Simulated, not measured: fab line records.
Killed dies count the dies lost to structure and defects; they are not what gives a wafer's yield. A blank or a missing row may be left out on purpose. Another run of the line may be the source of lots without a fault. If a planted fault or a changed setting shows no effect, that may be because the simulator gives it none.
Which tool did it? :: flow rit_cmos :: 45 wafers from 15 lots sampled at 2 of the route's 202 steps

## WHAT THE GAUGES READ, wafer by wafer
Not one reading of a measure or inspect step in the record can be checked against a usual standard deviation.

## EACH LOT AND THE TOOL THAT RAN IT (in order: tool; ch and the chambers of the sampled wafers; start)
lot: L137
RIT_CONTACT_STRIP_12: plasma_asher-02 ch 0,1, day 3 07:59
RIT_M1_PROBE_99: -

lot: L138
RIT_CONTACT_STRIP_12: plasma_asher-02 ch 0,1, day 3 10:46
RIT_M1_PROBE_99: -

lot: L139
RIT_CONTACT_STRIP_12: plasma_asher-02 ch 0,1, day 3 15:43
RIT_M1_PROBE_99: -

lot: L140
RIT_CONTACT_STRIP_12: plasma_asher-02 ch 0,1, day 3 23:50
RIT_M1_PROBE_99: -

lot: L141
RIT_CONTACT_STRIP_12: plasma_asher-01 ch 0,1, day 4 01:59
RIT_M1_PROBE_99: -

lot: L142
RIT_CONTACT_STRIP_12: plasma_asher-01 ch 0,1, day 4 12:31
RIT_M1_PROBE_99: -

lot: L143
RIT_CONTACT_STRIP_12: plasma_asher-02 ch 0,1, day 4 14:17
RIT_M1_PROBE_99: -

lot: L144
RIT_CONTACT_STRIP_12: plasma_asher-01 ch 0,1, day 4 17:16
RIT_M1_PROBE_99: -

lot: L145
RIT_CONTACT_STRIP_12: plasma_asher-01 ch 0, day 4 22:38
RIT_M1_PROBE_99: prober-02, day 5 03:30

lot: L147
RIT_CONTACT_STRIP_12: plasma_asher-01 ch 0,1, day 5 11:20
RIT_M1_PROBE_99: -

lot: L154
RIT_CONTACT_STRIP_12: plasma_asher-03 ch 0,1, day 6 18:31
RIT_M1_PROBE_99: -

lot: L155
RIT_CONTACT_STRIP_12: plasma_asher-02 ch 1, day 7 00:47
RIT_M1_PROBE_99: -

lot: L158
RIT_CONTACT_STRIP_12: plasma_asher-03 ch 0,1, day 7 15:28
RIT_M1_PROBE_99: -

lot: L159
RIT_CONTACT_STRIP_12: plasma_asher-01 ch 0,1, day 7 20:38
RIT_M1_PROBE_99: -

lot: L160
RIT_CONTACT_STRIP_12: plasma_asher-03 ch 0,1, day 8 05:08
RIT_M1_PROBE_99: -
- RIT_CONTACT_STRIP_12: strips in O2, time 180 s.
- RIT_M1_PROBE_99

## WHAT THE TOOLS THEMSELVES READ (means of the sampled wafers that have a number; where no wafer has one, the mark that the record gives instead)
RIT_CONTACT_STRIP_12.
lot: L137
tool: plasma_asher-02
drypump_motor_current_A (A): 6.0
run_length_s (s): 208.0

lot: L138
tool: plasma_asher-02
drypump_motor_current_A (A): 5.9
run_length_s (s): 208.2

lot: L139
tool: plasma_asher-02
drypump_motor_current_A (A): 5.9
run_length_s (s): 208.0

lot: L140
tool: plasma_asher-02
drypump_motor_current_A (A): 6.0
run_length_s (s): 208.1

lot: L141
tool: plasma_asher-01
drypump_motor_current_A (A): 5.0
run_length_s (s): 208.5

lot: L142
tool: plasma_asher-01
drypump_motor_current_A (A): 5.2
run_length_s (s): 208.8

lot: L143
tool: plasma_asher-02
drypump_motor_current_A (A): 5.9
run_length_s (s): 208.0

lot: L144
tool: plasma_asher-01
drypump_motor_current_A (A): 5.2
run_length_s (s): 201.4

lot: L145
tool: plasma_asher-01
drypump_motor_current_A (A): 5.4
run_length_s (s): 197.8

lot: L147
tool: plasma_asher-01
drypump_motor_current_A (A): 5.0
run_length_s (s): 204.8

lot: L154
tool: plasma_asher-03
drypump_motor_current_A (A): 5.6
run_length_s (s): 208.4

lot: L155
tool: plasma_asher-02
drypump_motor_current_A (A): 6.0
run_length_s (s): 208.0

lot: L158
tool: plasma_asher-03
drypump_motor_current_A (A): 5.6
run_length_s (s): 208.8

lot: L159
tool: plasma_asher-01
drypump_motor_current_A (A): 5.2
run_length_s (s): 208.7

lot: L160
tool: plasma_asher-03
drypump_motor_current_A (A): 5.6
run_length_s (s): 208.6

RIT_M1_PROBE_99.
lot: L145
tool: prober-02
killed_at_contacts: 0.0
killed_at_front_end: 6.3
killed_dies: 6.3
killed_open: 3.3
killed_short: 3.0

## THE ANSWER, worked out from the rows above alone
Rule: what is usual is taken from the lots themselves. Put in order of their means at a reading, lots are off if they are a third of the lots or fewer, leave a main group of 4 or more, and stand apart from it by a gap of 3 or more times the standard deviation of the main group's means; of several such gaps the widest counts. Not used: any main group whose means are identical at the precision the tables above print for the reading. Also off: a lot with no number at a reading for which 4 or more lots have one. The other lots that the step has rows for count as sound. Order of review: gauges by route order, followed by the tools' own readings, for which a lot's mean as printed above is used. The first step at which some lot is off is used, and at that step the reading that is off furthest; a lot without a number counts as furthest.
Off: L144, L145, L147, at RIT_CONTACT_STRIP_12 (run_length_s). The main group: mean 208.3 s, standard deviation 0.31.
If a tool, at that step or one of the process steps before it, ran each lot that is off and ran no sound lot following the first of them, it fits. Of those tried, none fits.

## WHAT THE SIMULATOR PUT IN
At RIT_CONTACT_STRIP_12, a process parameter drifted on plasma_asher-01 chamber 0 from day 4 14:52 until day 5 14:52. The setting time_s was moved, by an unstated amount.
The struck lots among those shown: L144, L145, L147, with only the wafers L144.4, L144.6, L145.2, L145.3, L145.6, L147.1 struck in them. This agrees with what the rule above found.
